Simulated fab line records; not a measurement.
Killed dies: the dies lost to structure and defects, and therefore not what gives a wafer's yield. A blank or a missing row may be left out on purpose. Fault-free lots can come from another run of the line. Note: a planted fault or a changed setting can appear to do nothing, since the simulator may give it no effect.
Comparing a struck lot with a sound one    flow berkeleyCmos170    26 out of 331 route steps
Sound: the wafers L670.4, L670.5, L670.6. The struck wafers were L680.2, L680.5, L680.6. At the end, the cause is stated.
Per side, at each step with rows, come the tool, then ch with its chambers, and then its first start. Under that, the readings that differ: sound wafers    struck wafers    difference of the means    sigmas: that difference in standard deviations of wafers without a fault.
alike: readings with means less than 2 such deviations apart, plus words and numbers identical on both sides. not compared: withheld readings, readings lacking a value on some wafer, bounds such as >300 that could conceal the same value, and numbers that have no deviation in the record and whose values overlap.
A row with sigmas, a row that says differs or no value, or rows on one side alone: a step with any of these is where the two part. Numbers that don't overlap but have no deviation are shown without sigmas and don't part them. A reading that every wafer of one side lacks parts them only if that side has two wafers or more.

first, 3 steps without rows for these wafers: UCB170_PVT_EXPOSE_03 (exposes mask NWELL, target cd 3000 nm); UCB170_PVT_PEB_04; UCB170_PVT_DEVELOP_05 (develop time 45 s).
UCB170_PVT_OVL_MEAS_06:
  sound: overlay-02 at day 5 11:46; struck: overlay-02 at day 7 04:07
  alike: PVT_OVL
next, for these wafers, 1 step has no rows: UCB170_PVT_IMPLANT_07.
UCB170_PVT_STRIP_08: strips in O2.
  sound on plasmaAsher-04 ch 0,1, day 5 11:59; struck on plasmaAsher-01 ch 0,1, day 7 04:18
  alike: drypumpMotorCurrentA, oesProductAu, stripTimeToEndpointS
  not compared: rfHoursCounterH
UCB170_PVT_TW_MEAS_09:
  sound: filmMetro-02 at day 5 12:05; struck: filmMetro-03 at day 7 04:25
  alike: PVT_TW
then, 1 step without rows for these wafers: UCB170_GATE_WET_ETCH_00 (etches SiO2 in dHF, time 200 s).
UCB170_FIELD_THK_MEAS_91:
  sound: filmMetro-02 at day 5 13:23; struck: filmMetro-01 at day 7 04:32
  alike: FIELD_OXIDE_LEFT_2_THK
then, 1 step without rows for these wafers: UCB170_GATE_OXIDATION_01 (target thk 6.6 nm, ox time 1800 s).
UCB170_GATE_THK_MEAS_02:
  sound: filmMetro-03 at day 5 15:00; struck: filmMetro-02 at day 7 08:22
  alike: GATE_OXIDE_THK
then, 1 step without rows for these wafers: UCB170_GATE_ANNEAL_03 (time 1800 s).
UCB170_GATE_CVD_04: deposits poly-Si from SiH4, time 1440 s, target thk 214 nm.
  sound on lpcvd-02 ch 0, day 5 19:25; struck on lpcvd-02 ch 1, day 7 12:52
  alike: sih4FlowSccm
UCB170_GATE_THK_MEAS_05:
  sound: filmMetro-04 at day 5 20:50; struck: filmMetro-04 at day 7 14:16
reading             sound              struck             difference  sigmas
GATE_POLY_THK (nm)  212.7 215.0 214.6  175.1 178.8 176.7  -37.2       -20
then, 6 steps without rows for these wafers: UCB170_GATE_COAT_06; UCB170_GATE_COAT_07 (resist thk 900 nm); UCB170_GATE_SOFTBAKE_08 (time 60 s); UCB170_GATE_EXPOSE_09 (exposes mask POLY, target cd 350 nm); UCB170_GATE_PEB_10; UCB170_GATE_DEVELOP_11 (develop time 45 s).
UCB170_GATE_CD_MEAS_12: the cd target is 350 nm.
  sound: cdSem-01 at day 5 22:10; struck: cdSem-02 at day 7 15:52
  alike: cdNm
UCB170_GATE_OVL_MEAS_13:
  sound: overlay-02 at day 5 22:14; struck: overlay-02 at day 7 15:58
  alike: GATE_OVL
UCB170_GATE_ETCH_14: etches BARC in N2/H2.
  sound on rieDiel-04 ch 0,1, day 5 22:15; struck on rieDiel-01 ch 0,1,2, day 7 15:59
  alike: drypumpMotorCurrentA, oesProductAu, throttleValvePct
UCB170_GATE_ETCH_15: etches poly-Si in HBr/Cl2, stops on SiO2, time 56.3 s, target depth 278.2 nm.
  sound on rieSi-02 ch 0,1,2, day 5 22:18; struck on rieSi-02 ch 0,1,2, day 7 16:02
reading              sound              struck             difference  sigmas
oesProductAu (a.u.)  0.829 0.836 0.849  0.734 0.764 0.732  -0.095      -6
  alike: drypumpMotorCurrentA, mfcCl2Sccm, throttleValvePct
  not compared: rfHoursCounterH
UCB170_GATE_STRIP_16: strips in O2.
  sound on plasmaAsher-02 ch 0,1, day 5 22:23; struck on plasmaAsher-04 ch 0,1, day 7 16:05
reading                   sound        struck       difference  sigmas
drypumpMotorCurrentA (A)  5.2 5.3 5.2  6.1 5.8 6.1  +0.8        +2
  alike: oesProductAu
  not compared: rfHoursCounterH
UCB170_M3_PROBE_99:
  only the struck wafers here have rows in the record (prober-02, day 9 09:41); the sound ones have none

== WHERE THEY PART ==
Earliest at UCB170_GATE_THK_MEAS_05; latest, in this record, at UCB170_M3_PROBE_99.

WHY: whatever the simulator had introduced
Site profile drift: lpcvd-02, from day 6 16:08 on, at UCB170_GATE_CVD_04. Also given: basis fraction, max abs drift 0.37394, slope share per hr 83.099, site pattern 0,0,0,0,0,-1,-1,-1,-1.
